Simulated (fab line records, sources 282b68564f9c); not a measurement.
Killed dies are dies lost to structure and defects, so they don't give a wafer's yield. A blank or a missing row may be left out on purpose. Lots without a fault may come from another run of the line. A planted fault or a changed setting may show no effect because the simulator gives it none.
A struck lot beside a sound one | flow rit_cmos | 43 steps out of a route of 202
Sound: wafers L541.1, L541.2, L541.3. Struck: wafers L549.2, L549.3, L549.4. The cause comes at the end.
At each step with rows: each side's tool, then ch and its chambers, then its first start. Under that, the readings that differ: sound wafers | struck wafers | difference of the means | sigmas: that difference in standard deviations of wafers without a fault.
alike: readings whose means differ by less than 2 such deviations, and words and numbers that are the same on both sides. not compared: withheld readings, readings that some wafer has no value for, bounds like >300 that may hide the same value, and numbers for which the record gives no deviation and whose values overlap.
The two part at a step that has a row with sigmas, a row that says differs or no value, or rows on one side only. Numbers that don't overlap but have no deviation are shown without sigmas and don't part them. A reading that every wafer of one side lacks parts them only if that side has two wafers or more.

first, 3 steps without rows for these wafers: RIT_REOX_CLEAN_01 (cleans in dHF, time 30 s); RIT_REOX_CLEAN_02 (cleans in SC2, time 600 s); RIT_REOX_OXIDATION_03 (target thk 25.2 nm, ox time 5580 s).
RIT_REOX_THK_MEAS_04:
  sound on film_metro-01, day 3 10:21; struck on film_metro-01, day 5 14:08
  alike: REOX_OXIDE_THK
then, 6 steps without rows for these wafers: RIT_NLDD_HMDS_00 (prime time 60 s); RIT_NLDD_COAT_01 (resist thk 1000 nm); RIT_NLDD_SOFTBAKE_02 (time 60 s); RIT_NLDD_EXPOSE_03 (exposes mask M7, target cd 40700 nm); RIT_NLDD_PEB_04; RIT_NLDD_DEVELOP_05 (develop time 50 s).
RIT_NLDD_OVL_MEAS_06:
  sound on overlay-01, day 3 11:24; struck on overlay-02, day 5 15:02
  alike: NLDD_OVL
then, 1 step without rows for these wafers: RIT_NLDD_HARDBAKE_07 (time 60 s).
RIT_NLDD_IMPLANT_08:
  sound on implanter-01 ch 0, day 3 11:35; struck on implanter-02 ch 0, day 5 15:14
  reading                   | sound             | struck            | difference | sigmas
  implant_ion_amu           | 31 31 31          | 11 11 11          | -20        |
  model.implant.rp_nm (nm)  | 26.73 26.73 26.73 | 66.12 66.12 66.12 | +39.39     |
  model.implant.drp_nm (nm) | 12.97 12.97 12.97 | 28.34 28.34 28.34 | +15.37     |
  alike: beam_energy_keV
RIT_NLDD_STRIP_09: strips in O2, time 180 s.
  sound on plasma_asher-02 ch 0,1, day 3 11:44; struck on plasma_asher-02 ch 0,1, day 5 15:22
  alike: chamber_pressure_mTorr, drypump_motor_current_A
  not compared: rf_hours_counter_h
RIT_NLDD_TW_MEAS_10:
  sound on film_metro-01, day 3 11:55; struck on film_metro-02, day 5 15:33
  reading | sound          | struck         | difference | sigmas
  NLDD_TW | 2499 2496 2483 | 1323 1326 1328 | -1167      | -83
then, 6 steps without rows for these wafers: RIT_PLDD_HMDS_00 (prime time 60 s); RIT_PLDD_COAT_01 (resist thk 1000 nm); RIT_PLDD_SOFTBAKE_02 (time 60 s); RIT_PLDD_EXPOSE_03 (exposes mask M8, target cd 40900 nm); RIT_PLDD_PEB_04; RIT_PLDD_DEVELOP_05 (develop time 50 s).
RIT_PLDD_OVL_MEAS_06:
  sound on overlay-02, day 3 12:56; struck on overlay-02, day 5 16:28
  alike: PLDD_OVL
then, 2 steps without rows for these wafers: RIT_PLDD_HARDBAKE_07 (time 60 s); RIT_PLDD_IMPLANT_08.
RIT_PLDD_STRIP_09: strips in O2, time 180 s.
  sound on plasma_asher-02 ch 0,1, day 3 13:17; struck on plasma_asher-04 ch 0,1, day 5 16:47
  reading                     | sound       | struck      | difference | sigmas
  drypump_motor_current_A (A) | 6.6 6.3 6.6 | 5.2 5.2 5.2 | -1.3       | -2
  alike: chamber_pressure_mTorr
  not compared: rf_hours_counter_h
RIT_PLDD_TW_MEAS_10:
  sound on film_metro-02, day 3 13:27; struck on film_metro-01, day 5 16:58
  alike: PLDD_TW
then, 4 steps without rows for these wafers: RIT_SPACER_CLEAN_00 (cleans in SC1, time 600 s); RIT_SPACER_CLEAN_01 (cleans in dHF, time 30 s); RIT_SPACER_CLEAN_02 (cleans in SC2, time 600 s); RIT_SPACER_CVD_03 (deposits Si3N4 from SiH2Cl2/NH3, target thk 250 nm, time 3300 s).
RIT_SPACER_THK_MEAS_04:
  sound on film_metro-02, day 3 15:49; struck on film_metro-02, day 5 19:19
  alike: SPACER_NITRIDE_THK
RIT_SPACER_ETCHBACK_05: etches Si3N4 in SF6/CHF3, stops on SiO2, target depth 250 nm, time 240 s.
  sound on rie_diel-04 ch 0,2,3, day 3 15:52; struck on rie_diel-03 ch 0,1,3, day 5 19:22
  reading                | sound   | struck      | difference | sigmas
  rf_hours_counter_h (h) | 30 55 8 | 110 125 109 | +84        |
  alike: chamber_pressure_mTorr, drypump_motor_current_A, oes_product_au, throttle_valve_pct
then, 6 steps without rows for these wafers: RIT_NSD_HMDS_00 (prime time 60 s); RIT_NSD_COAT_01 (resist thk 1000 nm); RIT_NSD_SOFTBAKE_02 (time 60 s); RIT_NSD_EXPOSE_03 (exposes mask M9, target cd 40700 nm); RIT_NSD_PEB_04; RIT_NSD_DEVELOP_05 (develop time 50 s).
RIT_NSD_OVL_MEAS_06:
  sound on overlay-02, day 3 16:52; struck on overlay-01, day 5 20:22
  alike: NSD_OVL
then, 2 steps without rows for these wafers: RIT_NSD_HARDBAKE_07 (time 60 s); RIT_NSD_IMPLANT_08.
RIT_NSD_STRIP_09: strips in O2, time 180 s.
  sound on plasma_asher-01 ch 0,1, day 3 17:13; struck on plasma_asher-03 ch 0,1, day 5 20:42
  alike: chamber_pressure_mTorr, drypump_motor_current_A
  not compared: rf_hours_counter_h
RIT_SDANNEAL_RS_MEAS_07: measures by four-point-probe.
  sound on film_metro-04, day 3 19:41; struck on film_metro-04, day 5 23:18
  reading          | sound             | struck         | difference | sigmas
  NLDD_RS (ohm/sq) | 150.6 151.0 150.6 | 81.5 81.4 81.5 | -69.3      | -99 or more

WHERE THEY PART
First at RIT_NLDD_TW_MEAS_10; last, within this record, at RIT_SDANNEAL_RS_MEAS_07.

WHY: what the simulator had put in
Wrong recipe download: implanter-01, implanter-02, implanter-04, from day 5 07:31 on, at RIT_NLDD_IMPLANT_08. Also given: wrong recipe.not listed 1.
